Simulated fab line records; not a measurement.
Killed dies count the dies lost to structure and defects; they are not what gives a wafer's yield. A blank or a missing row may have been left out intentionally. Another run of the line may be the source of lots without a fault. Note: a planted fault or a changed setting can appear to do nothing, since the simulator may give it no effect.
Code-filled problem report in 8D (eight disciplines) form | flow berkeleyCmos170 | the parts of the form that need people (team, actions taken, sign-off) are left out

== 1. THE ISSUE ==
Mean of stripTimeToEndpointS at UCB170_PWELL_STRIP_16: 17.56 s across 2 wafers in 2 lots; on wafers with no fault it is 18.07 s (standard deviation 0.092). Relative to the usual mean, that is a shift of -5.5 standard deviations.
The step: strips in O2.
First seen on wafer L914.1, day 5 10:09, on plasmaAsher-03. The record has a number at this step for 18 wafers belonging to 6 lots. The rule behind "out" and "out of limits": a value lying over 4 standard deviations away from the usual mean. Any other wafer with a number is counted as sound.

== 2. WHAT IT IS; WHAT IT IS NOT ==
question                    | is                             | is not
which readings at this step | stripTimeToEndpointS           | drypumpMotorCurrentA, oesProductAu
which lots                  | L914, L915                     | L905, L924, L926, L927
which wafers of those lots  | L914.1, L915.4                 | L914.3, L914.6, L915.1, L915.5
read on which tools         | plasmaAsher-02, plasmaAsher-03 | -
when                        | from day 5 10:09               | up to then (5 sound wafers); but 11 sound wafers of L915, L924, L926, L927 came after

== 3. THE SUSPECTS, EACH WITH WHAT RULES IT OUT ==
Counting: if a tool at a process step up to the reading ran every lot that is out, it stays a suspect. Sound lots after the first of them don't rule it out here, since some wafers of a struck lot are sound.
- rieDiel-04 at UCB170_PWELL_ETCH_14 (etches Si3N4 in CH3F/Ar/O2, stops on SiO2, target depth 242 nm, time 151 s): kept. It ran every lot that is out, first L914 (day 5 09:54).
- In rieDiel-04 at UCB170_PWELL_ETCH_14, the wafers that are out were processed in chamber 0 and their sound lot-mates in chambers 2, 3.
After counting, what remains is rieDiel-04 at UCB170_PWELL_ETCH_14.

== 4. THE CAUSE (what the simulator had put in) ==
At UCB170_PWELL_ETCH_14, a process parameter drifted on rieDiel-04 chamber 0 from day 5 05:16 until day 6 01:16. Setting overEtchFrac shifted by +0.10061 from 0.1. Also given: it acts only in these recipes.
After counting, this tool was the only one left.

== 5. THE CHAIN OF EFFECTS, in route order ==
Rows list readings where the struck wafers' mean (over those with a number) sits beyond 3 standard deviations from the usual. Only readings for which the record gives a usual standard deviation are gone through. hours: the time from each lot's start at the first step in this table that gives one to its start at this step, as a median over the lots. sigmas: the change in usual standard deviations.
hours | step                  | reading              | usual   | on struck wafers | change | sigmas
0     | UCB170_PWELL_STRIP_16 | stripTimeToEndpointS | 18.07 s | 17.56            | -0.51  | -5.5
The process steps in it:
- UCB170_PWELL_STRIP_16: strips in O2.
At these later measuring or inspecting steps, every struck wafer for which the step has a row has a number for every such reading, and none has moved that far: UCB170_PWELL_TW_MEAS_17.

== 6. WHAT WOULD HAVE CAUGHT IT SOONER ==
First out-of-limits reading in this record: day 5 10:09, which is 5 hours after fault onset at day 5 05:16.
Tool readings at UCB170_PWELL_ETCH_14 with a usual standard deviation given in the record: none out on any struck wafer, hence no alarm at a limit of 4 standard deviations on them.
L915, from the lots that are out (2), started UCB170_PWELL_ETCH_14 on rieDiel-04 later than day 5 10:09. Had the tool been put on hold then, it would have been spared.
